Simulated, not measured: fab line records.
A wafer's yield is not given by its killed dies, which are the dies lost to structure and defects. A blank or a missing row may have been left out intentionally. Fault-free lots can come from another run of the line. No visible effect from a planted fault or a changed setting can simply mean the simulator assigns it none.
Which of the tools did it? ; flow berkeley cmos170 ; 14 lots with 42 wafers sampled at 4 steps, on a route of 331 steps

== WHAT EACH GAUGE READ, for each wafer ==
UCB170_GATE_CD_MEAS_12: target cd 350 nm. Usual: cd nm 350.1 nm, standard deviation 1.8.
lot;measured;on;cd nm (nm);flag
L555;day 7 17:45;cd sem-01;347.4 347.5 349.1;
L556;day 7 18:02;cd sem-02;352.6 353.3 353.9;
L559;day 8 01:30;cd sem-02;348.0 347.5 347.1;
L560;day 8 01:47;cd sem-01;351.4 351.4 352.0;
L562;day 8 10:49;cd sem-01;353.0 353.6 352.1;
L561;day 8 12:02;cd sem-01;350.8 349.2 349.7;
L565;day 8 22:26;cd sem-01;349.4 350.2 350.3;
L569;day 9 14:08;cd sem-02;348.4 347.5 348.3;
L574;day 10 19:12;cd sem-01;351.2 351.4 351.1;
L570;day 10 19:27;cd sem-02;348.6 349.0 348.0;
L571;day 10 19:29;cd sem-01;353.1 353.5 352.2;
L572;day 10 19:43;cd sem-02;349.9 349.4 348.0;
L577;day 11 12:05;cd sem-01;349.8 349.4 349.9;
L576;day 11 12:23;cd sem-02;352.9 352.9 352.0;

UCB170_PLDD_OVL_MEAS_07. Usual: PLDD_OVL typically reads 2 nm, with standard deviation 5.5.
lot;measured;on;PLDD_OVL (nm);flag
L555;day 7 20:23;overlay-02;-11 -4 0;
L556;day 7 20:29;overlay-01;2 3 5;
L559;day 8 03:25;overlay-01;-1 1 2;
L560;day 8 04:14;overlay-01;4 12 -3;
L562;day 8 13:13;overlay-01;-3 -1 -12;
L561;day 8 14:15;overlay-01;-1 1 -6;
L565;day 9 01:05;overlay-01;8 6 5;
L569;day 9 15:58;overlay-01;3 -7 4;
L574;day 10 22:57;overlay-02;7 2 7;
L570;day 10 23:15;overlay-02;-2 6 10;
L571;day 10 22:59;overlay-02;3 1 7;
L572;day 10 23:38;overlay-01;11 0 3;
L577;day 11 13:41;overlay-01;1 3 2;
L576;day 11 14:05;overlay-01;-1 -1 3;

UCB170_PSD_CD_MEAS_06: target cd 1200 nm. Usual: cd nm 1200.6 nm, standard deviation 1.5.
lot;measured;on;cd nm (nm);flag
L555;day 8 04:52;cd sem-01;1200.5 1200.3 1199.7;
L556;day 8 04:53;cd sem-02;1200.1 1200.7 1199.6;
L559;day 8 15:23;cd sem-02;1201.1 1200.6 1201.1;
L560;day 8 15:05;cd sem-02;1200.1 1199.7 1200.6;
L562;day 8 22:19;cd sem-02;1200.5 1200.5 1200.2;
L561;day 8 22:38;cd sem-02;1199.9 1202.2 1200.5;
L565;day 9 12:26;cd sem-01;1199.9 1200.0 1199.1;
L569;day 10 00:25;cd sem-02;1199.1 1199.7;
L574;day 11 08:41;cd sem-02;1201.7 1200.5 1200.6;
L570;day 11 08:49;cd sem-01;1198.2 1198.5;
L571;day 11 08:24;cd sem-01;1200.2 1199.9 1200.9;
L572;day 11 09:20;cd sem-01;1199.8 1198.1 1198.5;
L577;day 12 00:05;cd sem-01;1202.4 1202.5 1202.5;
L576;day 12 00:23;cd sem-01;1198.7 1199.1 1200.4;

== WHICH TOOL RAN EACH LOT (tool, then ch and the chambers of the sampled wafers, then the start) ==
lot;UCB170_SPACER_ETCHBACK_03
L555;rie diel-03 ch 2,3, day 8 02:40
L556;rie diel-02 ch 0,3, day 8 02:40
L559;rie diel-03 ch 1,2,3, day 8 13:50
L560;rie diel-01 ch 1,2, day 8 13:50
L562;rie diel-03 ch 0,1,3, day 8 20:37
L561;rie diel-02 ch 1,2,3, day 8 20:37
L565;rie diel-01 ch 2,3, day 9 10:00
L569;rie diel-02 ch 0,1,3, day 9 22:55
L574;rie diel-03 ch 0,1,2, day 11 07:29
L570;rie diel-02 ch 0,1,3, day 11 07:29
L571;rie diel-01 ch 0,1,3, day 11 07:29
L572;rie diel-03 ch 0,1,2, day 11 07:34
L577;rie diel-01 ch 1,2, day 11 22:27
L576;rie diel-03 ch 0,1, day 11 22:27
- UCB170_SPACER_ETCHBACK_03: etches SiO2 in CHF3/CF4/Ar, stops on Si, target depth 376 nm, time 100 s.

== WHAT THE TOOLS THEMSELVES READ (means of the sampled wafers that have a number; where no wafer has one, the mark that the record gives instead) ==
UCB170_SPACER_ETCHBACK_03. Usual: drypump motor current A 5.9 A, standard deviation 0.39; oes product au 0.909 a.u., standard deviation 0.014; run length s 128.2 s, standard deviation 0.52; throttle valve pct 6.46 %, standard deviation 0.1.
lot;tool;drypump motor current A (A);oes product au (a.u.);run length s (s);throttle valve pct (%);flag
L555;rie diel-03;5.9;0.910;127.8;6.55;
L556;rie diel-02;5.7;0.903;128.5;6.38;
L559;rie diel-03;5.9;0.914;128.0;6.53;
L560;rie diel-01;5.7;0.916;128.3;6.50;
L562;rie diel-03;5.9;0.898;128.1;6.44;
L561;rie diel-02;5.8;0.920;128.3;6.51;
L565;rie diel-01;6.3;0.920;128.1;6.52;
L569;rie diel-02;5.5;0.928;115.2;6.44;OFF
L574;rie diel-03;6.0;0.905;128.1;6.48;
L570;rie diel-02;5.5;0.940;115.1;6.45;OFF
L571;rie diel-01;5.7;0.910;128.8;6.48;
L572;rie diel-03;6.0;0.897;128.3;6.47;
L577;rie diel-01;6.0;0.910;128.1;6.44;
L576;rie diel-03;6.0;0.904;128.6;6.45;

== THE ANSWER, worked out from the rows above alone ==
Rule: a lot is off if the mean of its wafers that have a number lies more than 3 standard deviations from the usual mean. A lot without any number at a reading at which 4 lots or more have one is off too. Any other lot the step has rows for is counted as sound. The gauges are gone through in route order, then the tools' own readings, and for those a lot's mean is taken as printed above. The first step at which some lot is off is used, and at that step the reading that is off furthest; a lot without a number counts as furthest.
Off: L569, L570, at UCB170_SPACER_ETCHBACK_03 (run length s).
A tool fits if, at that step or a process step before it, it ran every lot that is off, and no sound lot after the first of them. One fits: rie diel-02 at UCB170_SPACER_ETCHBACK_03. Its last sound lot is L561 (day 8 20:37), its first lot that is off L569 (day 9 22:55): a fault that began between those two fits.
The tool's own readings at UCB170_SPACER_ETCHBACK_03 bear it out: on the lots that are off they differ by more than 5 times the standard deviation of the sound lots' means. run length s reads 115.2 s there against 128.2 s on the sound lots.

== WHAT WAS PUT IN BY THE SIMULATOR ==
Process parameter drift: rie diel-02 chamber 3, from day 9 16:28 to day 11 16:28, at UCB170_SPACER_ETCHBACK_03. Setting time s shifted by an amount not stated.
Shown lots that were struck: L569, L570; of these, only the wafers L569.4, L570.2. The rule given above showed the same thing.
